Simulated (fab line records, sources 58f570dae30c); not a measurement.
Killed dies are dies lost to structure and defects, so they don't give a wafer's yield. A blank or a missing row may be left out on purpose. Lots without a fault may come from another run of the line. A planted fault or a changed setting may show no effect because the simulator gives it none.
fab line records | flow berkeley_cmos170
record lots=14 wafers=42 last_day=14
route steps=331 shown ACTIVE@77 PFIELD@85 SACOX@99 PLDD@155 NLDD@168
lots that met no fault: from a run of the same line without faults
start_h: hours from the record's first day to the start of the lot's first wafer shown | wait_h: hours since the lot's step before | " the same as in the row above | L1.1+2: a row that stands for several wafers | - no value, or no start given | * or withheld: withheld | < > ~ a bound
route shown NAME@n: a module of which the file shows steps, and the number in the route of the first | usual: mean/standard deviation of fault-free wafers | same: alike in all rows | chamber/n: place in a boat | sites: the reading at each site | _std_site: their standard deviation | _edge_site: outer sites' mean less inner sites' | radius_mm: how far each site lies from the wafer's centre | mask NAME#n: copy n | behind: the tool/chamber that last shaped the wafer | hold: why the lot was held/for how many hours/how that ended | device: the transistor (n, p or np) that didn't switch | end of line: the same wafers' tests at the end of the route | a step without rows: its recipe alone | killed: dies lost to structure and defects at the first sort, not the wafer's yield | map: a wafer's dies, x killed, . not, _ none there
set.NAME: the setting as run; set.NAME@STEP: as run at that earlier step | model.NAME: the simulator's own value behind a step, which no gauge read
steps of the route over a sample of lots; a table a step, a row a wafer
services: from which hour (start_h, from the record's first day; less than 0 if before it) a tool's chamber was out of use, for how many hours, and why
## steps
# step UCB170_ACTIVE_CD_MEAS_90
# recipe target_cd_nm=1200
# usual cd_nm=1199.9/1.5
# columns lot.wafer tool chamber start_h wait_h cd_nm
L937.1 cd_sem-02 - 100.24 0.1 1201.0
L937.4 " - " " 1201.2
L937.5 " - " " 1201.0
L940.1 cd_sem-02 - 123.43 0.1 1201.7
L940.2 " - " " 1201.1
L940.5 " - " " 1201.4
L938.2 cd_sem-01 - 123.48 0.1 1200.1
L938.3 " - " " 1200.1
L938.5 " - " " 1199.9
L939.4 cd_sem-01 - 123.64 0.1 1198.4
L939.5 " - " " 1197.9
L939.6 " - " " 1200.9
L941.2 cd_sem-02 - 123.92 0.1 1199.5
L941.4 " - " " 1198.7
L941.5 " - " " 1198.9
L950.1 cd_sem-01 - 157.67 0.1 1200.6
L950.2 " - " " 1199.6
L950.5 " - " " 1201.0
L949.2 cd_sem-01 - 157.84 0.1 1197.8
L949.4 " - " " 1196.3
L949.6 " - " " 1197.0
L951.1 cd_sem-01 - 174.74 0.1 1195.7
L951.3 " - " " 1198.9
L951.5 " - " " 1198.9
L953.3 cd_sem-01 - 188.05 0.2 1199.1
L953.4 " - " " 1197.6
L953.6 " - " " 1198.2
L954.1 cd_sem-01 - 188.25 0.1 1200.0
L954.4 " - " " 1200.2
L954.6 " - " " 1200.2
L955.2 cd_sem-01 - 188.75 0.1 1199.2
L955.3 " - " " 1200.6
L955.6 " - " " 1200.6
L956.2 cd_sem-01 - 196.02 0.1 1202.9
L956.4 " - " " 1201.0
L956.5 " - " " 1201.1
L958.2 cd_sem-02 - 214.89 0.1 1199.6
L958.3 " - " " 1198.5
L958.6 " - " " 1200.3
L957.1 cd_sem-01 - 215.11 0.1 1198.5
L957.2 " - " " 1198.8
L957.3 " - " " 1198.0
# step UCB170_PFIELD_OVL_MEAS_06
# usual PFIELD_OVL=-2/5.8
# columns lot.wafer tool chamber start_h wait_h PFIELD_OVL[nm]
L937.1 overlay-02 - 103.24 - 3
L937.4 " - " " 4
L937.5 " - " " 4
L940.1 overlay-01 - 125.15 - -1
L940.2 " - " " -15
L940.5 " - " " -4
L938.2 overlay-02 - 125.25 - 3
L938.3 " - " " 10
L938.5 " - " " 10
L939.4 overlay-02 - 125.54 - -1
L939.5 " - " " 3
L939.6 " - " " 0
L941.2 overlay-02 - 125.88 - -8
L941.4 " - " " -9
L941.5 " - " " 2
L950.1 overlay-01 - 159.41 - 2
L950.2 " - " " -15
L950.5 " - " " 2
L949.2 overlay-01 - 159.82 - 0
L949.4 " - " " 1
L949.6 " - " " -4
L951.1 overlay-01 - 176.04 - 4
L951.3 " - " " 3
L951.5 " - " " 2
L953.3 overlay-01 - 191.47 - -5
L953.4 " - " " 0
L953.6 " - " " -7
L954.1 overlay-02 - 191.73 - 2
L954.4 " - " " 6
L954.6 " - " " 7
L955.2 overlay-02 - 192.19 - -9
L955.3 " - " " -9
L955.6 " - " " -1
L956.2 overlay-02 - 197.71 - 4
L956.4 " - " " 9
L956.5 " - " " 2
L958.2 overlay-01 - 216.57 - -6
L958.3 " - " " -7
L958.6 " - " " 2
L957.1 overlay-02 - 217.24 - -3
L957.2 " - " " -12
L957.3 " - " " -4
# step UCB170_SACOX_THK_MEAS_02
# recipe reads=SiO2_of_SACOX_OXIDATION_01
# usual SACOX_OXIDE_THK=14.40/0.23
# columns lot.wafer tool chamber start_h wait_h SACOX_OXIDE_THK[nm]
L937.1 film_metro-01 - 127.31 0.0 14.49
L937.4 " - " " 14.43
L937.5 " - " " 14.26
L940.1 film_metro-01 - 147.27 0.0 14.53
L940.2 " - " " 14.53
L940.5 " - " " 14.82
L938.2 film_metro-03 - 147.28 0.0 14.54
L938.3 " - " " 14.59
L938.5 " - " " 14.54
L941.2 film_metro-04 - 147.28 0.0 14.31
L941.4 " - " " 14.63
L941.5 " - " " 14.60
L939.4 film_metro-01 - 147.36 0.1 14.17
L939.5 " - " " 14.47
L939.6 " - " " 14.46
L950.1 film_metro-03 - 183.94 0.0 14.35
L950.2 " - " " 14.16
L950.5 " - " " 14.19
L949.2 film_metro-03 - 184.01 0.1 14.25
L949.4 " - " " 14.09
L949.6 " - " " 14.08
L951.1 film_metro-01 - 205.52 0.0 14.21
L951.3 " - " " 14.17
L951.5 " - " " 14.36
L954.1 film_metro-04 - 227.19 0.0 14.97
L954.4 " - " " 14.58
L954.6 " - " " 14.73
L955.2 film_metro-01 - 227.20 0.0 14.67
L955.3 " - " " 14.58
L955.6 " - " " 14.86
L953.3 film_metro-04 - 227.27 0.1 14.49
L953.4 " - " " 14.76
L953.6 " - " " 14.62
L956.2 film_metro-04 - 235.80 0.0 14.19
L956.4 " - " " 14.40
L956.5 " - " " 14.25
L957.1 film_metro-04 - 240.65 0.0 14.46
L957.2 " - " " 14.46
L957.3 " - " " 14.48
L958.2 film_metro-01 - 240.66 0.0 14.64
L958.3 " - " " 14.69
L958.6 " - " " 14.70
# step UCB170_PLDD_STRIP_10
# recipe chemistry=O2 power_w=400 pressure_mtorr=3500 platen_temp_c=withheld o2_flow_sccm=400 overash_fraction=0.5
# usual chamber_pressure_mTorr=3500/3.1 drypump_motor_current_A=5.5/0.38 oes_product_au=0.735/0.0048 overash_fraction=0.5/0 strip_time_to_endpoint_s=21.61/0.059
# columns lot.wafer tool chamber start_h wait_h chamber_pressure_mTorr drypump_motor_current_A oes_product_au overash_fraction rf_hours_counter_h strip_time_to_endpoint_s
L937.1 plasma_asher-03 1 156.35 0.1 3500 5.7 0.734 0.5 5 21.56
L937.4 " 0 " " 3496 5.0 0.742 0.5 - 21.59
L937.5 " 1 " " 3502 5.7 0.735 0.5 - 21.59
L938.2 plasma_asher-03 1 179.08 0.1 3495 5.7 0.730 0.5 7 21.57
L938.3 " 0 " " 3501 5.0 0.733 0.5 - 21.62
L938.5 " 1 " " 3496 5.7 0.746 0.5 - 21.55
L941.2 plasma_asher-02 1 179.09 0.1 3500 5.8 0.729 0.5 41 21.60
L941.4 " 1 " " 3501 5.8 0.738 0.5 - 21.57
L941.5 " 1 " " 3497 5.8 0.732 0.5 - 21.55
L940.1 plasma_asher-03 1 179.35 0.1 - - - - - -
L940.2 " 0 " " - - - - - -
L940.5 " 1 " " - - - - - -
L939.4 plasma_asher-02 1 179.93 0.1 - - - - - -
L939.5 " 1 " " - - - - - -
L939.6 " 0 " " - - - - - -
L950.1 plasma_asher-03 0 224.93 0.1 3498 5.0 0.740 0.5 12 21.61
L950.2 " 1 " " 3498 5.7 0.728 0.5 12 21.61
L950.5 " 1 " " 3497 5.7 0.734 0.5 - 21.64
L949.2 plasma_asher-03 1 225.17 0.1 3500 5.7 0.732 0.5 12 21.63
L949.4 " 0 " " 3500 5.0 0.737 0.5 - 21.51
L949.6 " 1 " " 3499 5.7 0.725 0.5 - 21.62
L951.1 plasma_asher-03 0 243.16 0.2 3499 5.0 0.737 0.5 14 21.65
L951.3 " 1 " " 3501 5.7 0.738 0.5 - 21.67
L951.5 " 0 " " 3504 5.0 0.728 0.5 - 21.59
L955.2 plasma_asher-04 1 262.86 0.1 3498 5.3 0.730 0.5 49 21.66
L955.3 " 0 " " 3504 5.7 0.732 0.5 - 21.62
L955.6 " 0 " " 3499 5.7 0.738 0.5 - 21.65
L953.3 plasma_asher-03 1 263.17 0.1 3499 5.7 0.729 0.5 - 21.71
L953.4 " 0 " " 3503 5.0 0.737 0.5 - 21.59
L953.6 " 1 " " 3502 5.7 0.726 0.5 - 21.60
L954.1 plasma_asher-02 1 263.30 0.1 3501 5.8 0.737 0.5 50 21.62
L954.4 " 1 " " 3493 5.8 0.744 0.5 - 21.71
L954.6 " 0 " " 3505 6.3 0.736 0.5 - 21.69
L956.2 plasma_asher-03 1 274.87 0.1 3500 5.7 0.742 0.5 16 21.61
L956.4 " 0 " " 3502 5.0 0.731 0.5 - 21.55
L956.5 " 0 " " 3505 5.0 0.736 0.5 - 21.51
L958.2 plasma_asher-04 0 285.78 0.1 3506 5.7 0.724 0.5 50 21.67
L958.3 " 0 " " 3501 5.6 0.734 0.5 - 21.69
L958.6 " 0 " " 3502 5.7 0.735 0.5 - 21.61
L957.1 plasma_asher-03 1 286.18 0.1 3501 5.7 0.736 0.5 17 21.66
L957.2 " 0 " " 3497 5.0 0.737 0.5 17 21.62
L957.3 " 1 " " 3499 5.7 0.728 0.5 - 21.62
# step UCB170_NLDD_STRIP_10
# recipe chemistry=O2 power_w=400 pressure_mtorr=3500 platen_temp_c=withheld o2_flow_sccm=400 overash_fraction=0.5
# usual chamber_pressure_mTorr=3500/3.5 drypump_motor_current_A=5.9/0.42 oes_product_au=0.735/0.0045 strip_time_to_endpoint_s=21.61/0.054
# same overash_fraction=0.5
# columns lot.wafer tool chamber start_h wait_h chamber_pressure_mTorr drypump_motor_current_A oes_product_au rf_hours_counter_h strip_time_to_endpoint_s
L937.1 plasma_asher-04 0 158.70 0.1 3504 5.6 0.732 39 21.58
L937.4 " 0 " " 3495 5.7 0.733 - 21.61
L937.5 " 0 " " 3502 5.7 0.732 - 21.61
L938.2 plasma_asher-04 1 181.36 0.1 3501 5.3 0.730 41 21.62
L938.3 " 0 " " 3503 5.7 0.740 - 21.64
L938.5 " 0 " " 3496 5.7 0.740 - 21.61
L941.2 plasma_asher-01 1 181.72 0.1 3505 6.4 0.744 46 21.63
L941.4 " 0 " " 3495 6.2 0.740 - 21.61
L941.5 " 0 " " 3497 6.2 0.735 - 21.64
L940.1 plasma_asher-04 0 181.99 0.1 3496 5.6 0.739 41 47.78
L940.2 " 1 " " 3492 5.2 0.746 41 47.93
L940.5 " 1 " " 3503 5.2 0.739 - 47.89
L939.4 plasma_asher-01 1 182.75 0.1 3494 6.4 0.735 - 47.91
L939.5 " 1 " " 3503 6.4 0.742 - 47.87
L939.6 " 0 " " 3499 6.2 0.744 - 47.94
L950.1 plasma_asher-04 0 229.27 0.1 3503 5.7 0.733 46 21.51
L950.2 " 1 " " 3498 5.3 0.732 46 21.50
L950.5 " 1 " " 3499 5.3 0.734 - 21.55
L949.2 plasma_asher-01 1 229.51 0.1 3497 6.4 0.724 51 21.69
L949.4 " 0 " " 3505 6.1 0.736 - 21.66
L949.6 " 1 " " 3504 6.4 0.735 - 21.68
L951.1 plasma_asher-04 0 245.01 0.1 3498 5.7 0.742 48 21.69
L951.3 " 1 " " 3497 5.3 0.736 - 21.67
L951.5 " 1 " " 3506 5.2 0.738 - 21.67
L955.2 plasma_asher-01 0 264.62 0.1 3496 6.2 0.725 54 21.60
L955.3 " 1 " " 3500 6.4 0.738 - 21.56
L955.6 " 0 " " 3501 6.2 0.737 - 21.58
L953.3 plasma_asher-02 1 264.85 0.1 3500 5.8 0.730 - 21.66
L953.4 " 0 " " 3495 6.3 0.733 - 21.62
L953.6 " 0 " " 3497 6.3 0.737 - 21.67
L954.1 plasma_asher-04 1 264.93 0.1 3496 5.3 0.737 49 21.63
L954.4 " 1 " " 3504 5.3 0.730 - 21.55
L954.6 " 0 " " 3501 5.7 0.736 - 21.60
L956.2 plasma_asher-04 0 276.51 0.1 3496 5.7 0.742 50 21.67
L956.4 " 1 " " 3496 5.3 0.729 - 21.63
L956.5 " 1 " " 3494 5.3 0.741 - 21.61
L958.2 plasma_asher-04 1 287.57 0.1 3503 5.3 0.735 50 21.59
L958.3 " 0 " " 3502 5.7 0.736 - 21.56
L958.6 " 0 " " 3504 5.7 0.732 - 21.63
L957.1 plasma_asher-01 0 287.93 0.1 3503 6.2 0.732 55 21.53
L957.2 " 1 " " 3508 6.4 0.734 55 21.58
L957.3 " 0 " " 3501 6.1 0.743 - 21.58
# step UCB170_NLDD_TW_MEAS_11
# usual NLDD_TW=2222/21
# columns lot.wafer tool chamber start_h wait_h NLDD_TW
L937.1 film_metro-01 - 158.80 0.1 2203
L937.4 " - " " 2210
L937.5 " - " " 2204
L938.2 film_metro-03 - 181.46 0.1 2228
L938.3 " - " " 2235
L938.5 " - " " 2235
L941.2 film_metro-03 - 181.83 0.1 2240
L941.4 " - " " 2232
L941.5 " - " " 2231
L940.1 film_metro-01 - 182.09 0.1 30
L940.2 " - " " 30
L940.5 " - " " 30
L939.4 film_metro-01 - 182.85 0.1 30
L939.5 " - " " 30
L939.6 " - " " 30
L950.1 film_metro-03 - 229.37 0.1 2247
L950.2 " - " " 2242
L950.5 " - " " 2240
L949.2 film_metro-03 - 229.62 0.1 2244
L949.4 " - " " 2236
L949.6 " - " " 2236
L951.1 film_metro-01 - 245.11 0.1 2203
L951.3 " - " " 2195
L951.5 " - " " 2205
L955.2 film_metro-01 - 264.73 0.1 2218
L955.3 " - " " 2216
L955.6 " - " " 2203
L953.3 film_metro-03 - 264.94 0.1 2257
L953.4 " - " " 2241
L953.6 " - " " 2241
L954.1 film_metro-03 - 265.03 0.1 2234
L954.4 " - " " 2242
L954.6 " - " " 2252
L956.2 film_metro-03 - 276.62 0.1 2247
L956.4 " - " " 2235
L956.5 " - " " 2233
L958.2 film_metro-03 - 287.68 0.1 2243
L958.3 " - " " 2230
L958.6 " - " " 2234
L957.1 film_metro-03 - 288.03 0.1 2229
L957.2 " - " " 2233
L957.3 " - " " 2237
## services
# columns tool chamber start_h hours kind
plasma_asher-01 - 141.74 0.5 repair
plasma_asher-02 - 256.94 2.7 repair
## key
first_sign step=UCB170_PLDD_STRIP_10 reading=tool_record direction=missing
effect step=UCB170_NLDD_STRIP_10 reading=strip_time_to_endpoint_s direction=up sigmas=99+ usual=* struck=*
effect step=UCB170_NLDD_TW_MEAS_11 reading=NLDD_TW direction=down sigmas=99+ usual=2222 struck=30
met_at UCB170_PLDD_STRIP_10
struck_lots L939,L940
sort_left_out L939.4,L939.5,L939.6,L940.1,L940.2,L940.5
tester_left_out L939,L940
not_acting_at UCB170_ACTIVE_CD_MEAS_90,UCB170_PFIELD_OVL_MEAS_06,UCB170_SACOX_THK_MEAS_02
onset_between 179.09 179.35
fault kind=skipped_step_whole tool=plasma_asher-02,plasma_asher-03 chamber=- onset_h=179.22 steps=UCB170_PLDD_STRIP_10 scope=struck_lots_only
# tester_left_out: of these lots the tester's yield and bins aren't shown, on N5 and GAA mostly nor the transistor test; their killed dies are dies lost to structure and defects alone, not to doping, threshold or leakage, so they don't give the yield
# sort_left_out: the simulated sort isn't trusted on such a fault, so these wafers' sort isn't shown, and their yield isn't known
